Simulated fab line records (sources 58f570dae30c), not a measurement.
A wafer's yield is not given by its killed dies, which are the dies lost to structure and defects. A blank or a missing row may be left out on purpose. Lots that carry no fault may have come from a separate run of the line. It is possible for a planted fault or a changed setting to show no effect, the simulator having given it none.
Split-lot experiment	flow berkeleyCmos170	5 lots, 27 wafers read, on a route of 331 steps

== THE SPLIT ITSELF ==
At UCB170_M2_METAL_ETCH_18 (etches Al in Cl2/BCl3, stops on SiO2, target depth 1170 nm, time 195 s), the setting timeS was moved away from the recipe's 195 s on 6 of the 27 wafers read, by +38.5% to +46.2%. All remaining wafers had this setting at the recipe value.

== FROM SPLIT TO READING: 1 step shown by the file between the two ==
- UCB170_M2_STRIP_19: strips in O2

== THE READING ==
cdNm (nm) at UCB170_M2_CD_MEAS_90, where the cd target is 700 nm. On this fab line, fault-free wafers typically give 697 nm with a standard deviation of 4.8 nm.

wafer	tool, chamber at the split	timeS as run, s	against the recipe	cdNm, nm	against lot-mates on the recipe
L076.1	rieMetal-03, 0	195	recipe	702	-
L076.2	rieMetal-03, 1	195	recipe	704	-
L076.3	rieMetal-03, 1	285.1	+46.2%	682	-20
L076.4	rieMetal-03, 0	285.1	+46.2%	680	-22
L076.5	rieMetal-03, 1	285.1	+46.2%	681	-21
L076.6	rieMetal-03, 0	195	recipe	701	-
L080.2	rieMetal-03, 0	195	recipe	702	-
L080.4	rieMetal-03, 0	195	recipe	705	-
L080.5	rieMetal-03, 0	195	recipe	702	-
L082.1	rieMetal-04, 0	195	recipe	692	-
L082.2	rieMetal-04, 1	195	recipe	701	-
L082.3	rieMetal-04, 0	195	recipe	689	-
L082.4	rieMetal-04, 1	195	recipe	700	-
L082.5	rieMetal-04, 0	195	recipe	690	-
L082.6	rieMetal-04, 1	195	recipe	700	-
L083.1	rieMetal-02, 0	195	recipe	697	-
L083.2	rieMetal-02, 1	270.1	+38.5%	676	-22
L083.3	rieMetal-02, 1	195	recipe	698	-
L083.4	rieMetal-02, 0	195	recipe	698	-
L083.5	rieMetal-02, 1	270.1	+38.5%	677	-21
L083.6	rieMetal-02, 0	270.1	+38.5%	682	-16
L085.1	rieMetal-02, 0	195	recipe	697	-
L085.2	rieMetal-02, 1	195	recipe	689	-
L085.3	rieMetal-02, 0	195	recipe	695	-
L085.4	rieMetal-02, 1	195	recipe	692	-
L085.5	rieMetal-02, 0	195	recipe	694	-
L085.6	rieMetal-02, 1	195	recipe	693	-

FIT RESULTS
A straight line over all 27 wafers: cdNm changes by -0.406 nm for each +1% of timeS; r = -0.84; the points scatter about the line by 4.8 nm.
The same after taking each lot's own level away (the mean of its wafers on the recipe; 27 wafers): -0.478 nm for each +1%; r = -0.95; scatter 3 nm.
The reading moves by 22 nm for the largest change in timeS, on that fit.
The span of the lots' own levels, 693.3 to 703.0 nm, comes to 2.0 times the standard deviation stated above.
In other words, the slope is changed by the lot-to-lot level; the two fits disagree.
Check: -22.5 nm against its lot-mates is what the line predicts for one of the wafers moved furthest among these (+46.2%) when that wafer is left out of the fit. Against them it came out at -20.3 nm.

== FURTHER SPLITS ON THESE WAFERS ==
Before the reading, these wafers also passed through other splits. Each is held against what the fit with the lots' levels taken away leaves over:
other split on the same wafers	wafers away from the commonest value	r with cdNm (lot level and that fit taken away)
UCB170_START_OXIDATION_02 oxTimeS	21	-0.06
UCB170_ACTIVE_OXIDATION_02 oxTimeS	18	-0.04
UCB170_SILICIDE_SPUTTER_01 timeS	12	+0.03

== THE WHOLE CHAIN: every reading that the file lists as answering this split, in the file's order ==
step	what it does	reading	change (the file's fit)	r (the file's)
UCB170_M2_METAL_ETCH_18	etches Al in Cl2/BCl3, stops on SiO2, target depth 1170 nm, time 195 s	KrF_of_M2_COAT_10.thkNm (the simulator's own value, which no gauge read)	-5.07 nm for each +1% of the setting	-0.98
UCB170_M2_METAL_ETCH_18	etches Al in Cl2/BCl3, stops on SiO2, target depth 1170 nm, time 195 s	SiO2_of_V1_CVD_00.thkNm (the simulator's own value, which no gauge read)	-0.663 nm for each +1% of the setting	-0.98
UCB170_M2_METAL_ETCH_18	etches Al in Cl2/BCl3, stops on SiO2, target depth 1170 nm, time 195 s	M2.featureDepthNm (the simulator's own value, which no gauge read)	+0.619 nm for each +1% of the setting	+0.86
UCB170_M2_STRIP_19	strips in O2	oesProductAu	-0.00548 a.u. for each +1% of the setting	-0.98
UCB170_M2_CD_MEAS_90	target cd 700 nm	cdNm	-0.469 nm for each +1% of the setting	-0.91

== THE FILE'S OWN FIT ==
cdNm changes by -0.469 nm for each +1% of timeS, r = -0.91.
